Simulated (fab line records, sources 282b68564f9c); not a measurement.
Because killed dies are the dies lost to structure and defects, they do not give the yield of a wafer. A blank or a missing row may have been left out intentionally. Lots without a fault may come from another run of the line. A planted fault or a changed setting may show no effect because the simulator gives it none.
One fault seen from 2 desks | flow rit-cmos | only its own numbers are on each desk; what lay behind them is given at the end

== FOR THE TOOL OWNER'S DESK: litho-track-04 ==
The tool's own readings at RIT_GATE_DEVELOP_15 (develop time 50 s): means of the sampled wafers that have a number, for each lot that ran on this tool. If a lot's mean is further than 4 standard deviations from the usual mean, the lot is out of limits and carries the mark OUT (the distance appears in the brackets).
Columns: A = developer-temp-C at RIT_GATE_DEVELOP_15, usual 23.01 C
lot  | first seen here | A
L200 | day 4 07:00     | 23.04
L204 | day 5 04:00     | 23.10
L205 | day 5 08:00     | 22.95
L206 | day 5 13:00     | 22.93
L209 | day 6 03:00     | 23.09
L211 | day 6 15:00     | 25.25 (+23) OUT
L214 | day 7 06:00     | 25.30 (+24) OUT
This desk's verdict: out of limits on L211, L214, starting with L211 at day 6 15:00 (developer-temp-C at RIT_GATE_DEVELOP_15). L200, L204, L205, L206, L209: within limits.

== FROM THE METROLOGY DESK ==
Means of the sampled wafers that have a number, per lot and without regard to the tool the lot ran on: this is what the gauges read. If a lot's mean is further than 4 standard deviations from the usual mean, the lot is out of limits and carries the mark OUT (the distance appears in the brackets).
Columns: A = cd-nm at RIT_GATE_CD_MEAS_16, usual 149.2 nm
lot  | first seen here | A
L193 | day 2 18:50     | 146.3
L194 | day 3 00:46     | 144.6
L195 | day 3 03:16     | 146.2
L196 | day 3 10:57     | 153.0
L199 | day 4 01:15     | 146.7
L200 | day 4 07:08     | 149.7
L201 | day 4 10:22     | 152.0
L202 | day 4 18:58     | 151.4
L204 | day 5 04:20     | 152.3
L205 | day 5 08:08     | 147.1
L206 | day 5 13:13     | 147.0
L209 | day 6 03:38     | 147.6
L211 | day 6 15:44     | 167.5 (+6.5) OUT
L214 | day 7 07:04     | 158.8
This desk's verdict: out of limits on L211, starting with L211 at day 6 15:44 (cd-nm at RIT_GATE_CD_MEAS_16). L193, L194, L195, L196, L199, L200, L201, L202, L204, L205, L206, L209, L214: within limits.

== TAKEN TOGETHER ==
At day 6 15:00, on L211, L214, the tool owner's desk was in a position to raise an alarm.
At day 6 15:44 the metrology desk could have sounded an alarm, on L211.
The metrology desk holds a record of L214, inside its limits.
On litho-track-04, each named lot ran RIT_GATE_DEVELOP_15.

== WHAT THE SIMULATOR PUT IN ==
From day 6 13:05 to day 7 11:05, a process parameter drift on litho-track-04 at RIT_GATE_DEVELOP_15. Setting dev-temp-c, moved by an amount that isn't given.
Shown lots that were struck: L211, L214.
Hours from the fault's start to each desk's first reading out of limits: the tool owner's desk, 2; the metrology desk, 3.
